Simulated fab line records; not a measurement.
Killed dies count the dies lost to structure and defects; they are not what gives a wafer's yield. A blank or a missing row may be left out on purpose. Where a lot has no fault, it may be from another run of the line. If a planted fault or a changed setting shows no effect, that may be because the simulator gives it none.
A struck lot beside a sound one	flow berkeleyCmos170	17 out of 331 route steps
Sound: these wafers, L500.1, L500.2, L500.4. Wafers struck: L504.2, L504.3, L504.4. At the end, the cause is stated.
For every step that has rows: the tool of each side, followed by ch and its chambers, followed by its first start. Under that, the readings that differ: sound wafers	struck wafers	difference of the means	sigmas: that difference in standard deviations of wafers without a fault.
alike: a reading whose means differ by less than 2 such deviations, as well as words and numbers matching on both sides. not compared: withheld readings; readings where some wafer has no value; bounds like >300 that might hide an equal value; numbers whose values overlap and for which the record gives no deviation.
The two part at a step that has a row with sigmas, a row that says differs or no value, or rows on one side only. Numbers that have no deviation but don't overlap get no sigmas and don't part them. A reading that every wafer of one side lacks parts them only if that side has two wafers or more.

UCB170_PWELL_THK_MEAS_03:
  sound on filmMetro-02 at day 3 15:35; struck on filmMetro-02 at day 4 16:32
reading	sound	struck	difference	sigmas
PWELL_OXIDE_THK (nm)	26.0 26.2 26.2	27.1 26.9 27.3	+1.0	+3
then, 2 steps without rows for these wafers: UCB170_PWELL_ANNEAL_04 (time 900 s); UCB170_PWELL_CVD_05 (deposits Si3N4 from SiH2Cl2/NH3, target thk 220 nm, time 3300 s).
UCB170_PWELL_THK_MEAS_06:
  sound on filmMetro-02 at day 3 21:13; struck on filmMetro-02 at day 4 23:37
  alike: PWELL_NITRIDE_THK
then, 6 steps without rows for these wafers: UCB170_PWELL_HMDS_07 (prime time 60 s); UCB170_PWELL_COAT_08 (resist thk 900 nm); UCB170_PWELL_SOFTBAKE_09 (time 60 s); UCB170_PWELL_EXPOSE_10 (exposes mask PWELL, target cd 3000 nm); UCB170_PWELL_PEB_11; UCB170_PWELL_DEVELOP_12 (develop time 45 s).
UCB170_PWELL_OVL_MEAS_13:
  sound on overlay-02 at day 3 22:46; struck on overlay-02 at day 5 01:56
  alike: PWELL_OVL
UCB170_PWELL_ETCH_14: etches Si3N4 in CH3F/Ar/O2, stops on SiO2, target depth 242 nm, time 151 s.
  sound on rieDiel-03 ch 0,2,3, day 3 22:48; struck on rieDiel-01 ch 2,3, day 5 01:58
  alike: chamberPressureMTorr, drypumpMotorCurrentA, oesProductAu, throttleValvePct
  not compared: rfHoursCounterH
UCB170_PWELL_IMPLANT_15:
  sound on implanter-01 ch 0, day 3 22:54; struck on implanter-01 ch 0, day 5 02:28
UCB170_PWELL_STRIP_16: strips in O2.
  sound on plasmaAsher-04 ch 0,1, day 3 23:03; struck on plasmaAsher-02 ch 0,1, day 5 02:35
  alike: chamberPressureMTorr, drypumpMotorCurrentA, oesProductAu, stripTimeToEndpointS
  not compared: rfHoursCounterH
UCB170_PWELL_TW_MEAS_17:
  sound on filmMetro-02 at day 3 23:09; struck on filmMetro-01 at day 5 02:43
reading	sound	struck	difference	sigmas
PWELL_TW	379 375 376	478 476 476	+100	+24
then, 1 step without rows for these wafers: UCB170_PWELL_CLEAN_18 (cleans in SPM, time 600 s).
-- the record jumps here: 5 days lie between the struck wafers' starts before and after (it left off in module PWELL and takes up again in module M3, whose first step shown is number 331 of the route) --
UCB170_M3_PROBE_99:
  record: rows for the struck wafers here (prober-01, day 10 05:01), none for the sound ones

== WHERE THEY PART ==
First at UCB170_PWELL_THK_MEAS_03; last, within this record, at UCB170_M3_PROBE_99.

WHY: the cause the simulator had injected
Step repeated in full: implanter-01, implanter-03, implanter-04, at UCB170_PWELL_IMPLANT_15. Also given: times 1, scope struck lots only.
